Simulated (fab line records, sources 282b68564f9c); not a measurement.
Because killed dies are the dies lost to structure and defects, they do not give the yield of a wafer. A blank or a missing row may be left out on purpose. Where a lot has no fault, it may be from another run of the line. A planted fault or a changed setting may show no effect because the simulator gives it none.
Comparing a struck lot with a sound one    flow rit cmos    15 steps out of a route of 202
Sound: wafers L904.1, L904.2, L904.4. Wafers struck: L916.2, L916.5, L916.6. Last of all comes the cause.
At each step with rows: each side's tool, then ch and its chambers, then its first start. Under that, the readings that differ: sound wafers    struck wafers    difference of the means    sigmas: that difference in standard deviations of wafers without a fault.
alike: same words and numbers on both sides, and readings whose means sit less than 2 such deviations apart. not compared: any withheld reading, any reading some wafer has no value for, any bound like >300 that may hide the same value, and any number with overlapping values for which the record gives no deviation.
A row with sigmas, a row that says differs or no value, or rows on one side alone: a step with any of these is where the two part. When numbers do not overlap yet have no deviation, they are printed without sigmas and do not part them. A reading missing from all wafers of one side parts the sides only when that side holds two or more wafers.

first, 5 steps without rows for these wafers: RIT_M1_COAT_04 (resist thk 1300 nm); RIT_M1_SOFTBAKE_05 (time 60 s); RIT_M1_EXPOSE_06 (exposes mask M12, target cd 2600 nm); RIT_M1_PEB_07; RIT_M1_DEVELOP_08 (develop time 68 s).
RIT_M1_CD_MEAS_09 targets a cd of 2600 nm.
  sound on cd sem-01 at day 3 22:56; struck on cd sem-02 at day 6 13:14
  alike: cd nm
RIT_M1_OVL_MEAS_10:
  sound on overlay-01 at day 3 23:03; struck on overlay-02 at day 6 13:20
  alike: M1_OVL
then, 1 step without rows for these wafers: RIT_M1_HARDBAKE_11 (time 120 s).
RIT_M1_METAL_ETCH_12: etches Al in Cl2/BCl3, stops on SiO2, time 165 s, target depth 600 nm.
  sound on rie metal-01 ch 0,1, day 3 23:20; struck on rie metal-02 ch 0,1, day 6 13:37
  alike: drypump motor current A, oes product au, rf fwd power W, throttle valve pct
  not compared: rf hours counter h
then, 1 step without rows for these wafers: RIT_M1_STRIP_13 (strips in nmp, time 600 s).
RIT_M1_STRIP_14: strips in O2, time 171.1 s.
  sound on plasma asher-02 ch 0,1, day 3 23:40; struck on plasma asher-03 ch 0,1, day 6 13:57
  alike: drypump motor current A, o2 flow sccm
  not compared: rf hours counter h
RIT_M1_CD_MEAS_90 targets a cd of 2600 nm.
  sound on cd sem-01 at day 3 23:51; struck on cd sem-01 at day 6 14:09
  alike: cd nm
RIT_M1_ANNEAL_15: time 1800 s.
  sound on furnace-02 ch 0, day 3 23:58; struck on furnace-02 ch 0, day 6 14:15
reading                    sound                 struck                difference  sigmas
spike tc centre C (C)      451.0 452.8 449.9     420.8 422.3 421.9     -29.6       -27
spike tc load C (C)        471.9 471.8 472.2     441.4 441.2 441.1     -30.7       -32
spike tc source C (C)      468.6 468.2 468.7     437.7 438.0 437.4     -30.8       -31
tube center temp C (C)     449.96 450.03 449.98  420.05 420 419.98     -29.98      -99 or more
tube_center_temp_C_max     451.48 451.20 450.90  421.29 421.47 420.88  -29.98      -99 or more
zone power centre pct (%)  21.17 20.87 20.85     19.30 19.11 19.51     -1.66       -8
zone power load pct (%)    6.99 7.01 7.01        6.20 6.24 6.13        -0.81       -11
zone power source pct (%)  6.63 6.53 6.62        5.84 5.92 5.75        -0.76       -11
RIT_M1_BOW_MEAS_16:
  sound on film metro-04 at day 4 01:28; struck on film metro-01 at day 6 15:46
  alike: M1_BOW
RIT_M1_PROBE_99:
  sound on prober-02 at day 4 01:35; struck on prober-02 at day 6 15:55
reading                                    sound                 struck                difference  sigmas
model.etest.nmos_0p15.junction log10 a um  -13.22 -13.54 -13.55  -13.78 -13.74 -13.83  -0.35       
model.etest.contact pplus.rc ohm           1.32 1.432 1.369      1.565 1.538 1.599     +0.194      
model.etest.contact ppoly.rc ohm           1.356 1.422 1.379     1.544 1.607 1.55      +0.181      
model.etest.contact npoly.rc ohm           1.403 1.418 1.34      1.514 1.517 1.58      +0.150      
model.etest.contact nplus.rc ohm           1.354 1.381 1.346     1.53 1.462 1.566      +0.16       
  alike: defect limited yield, killed at front end, killed dies, killed open, killed short, sort_bin_3_pad_short, sort_bin_5_function, sort_bin_6_memory, sort n pass, sort yield pct

WHERE THEY PART
At RIT_M1_ANNEAL_15 and nowhere else, as far as this record goes. Later steps at which nothing parts them and some readings are alike: RIT_M1_BOW_MEAS_16, RIT_M1_PROBE_99.

WHY: whatever the simulator had introduced
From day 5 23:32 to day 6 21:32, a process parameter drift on furnace-02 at RIT_M1_ANNEAL_15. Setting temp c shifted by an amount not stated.
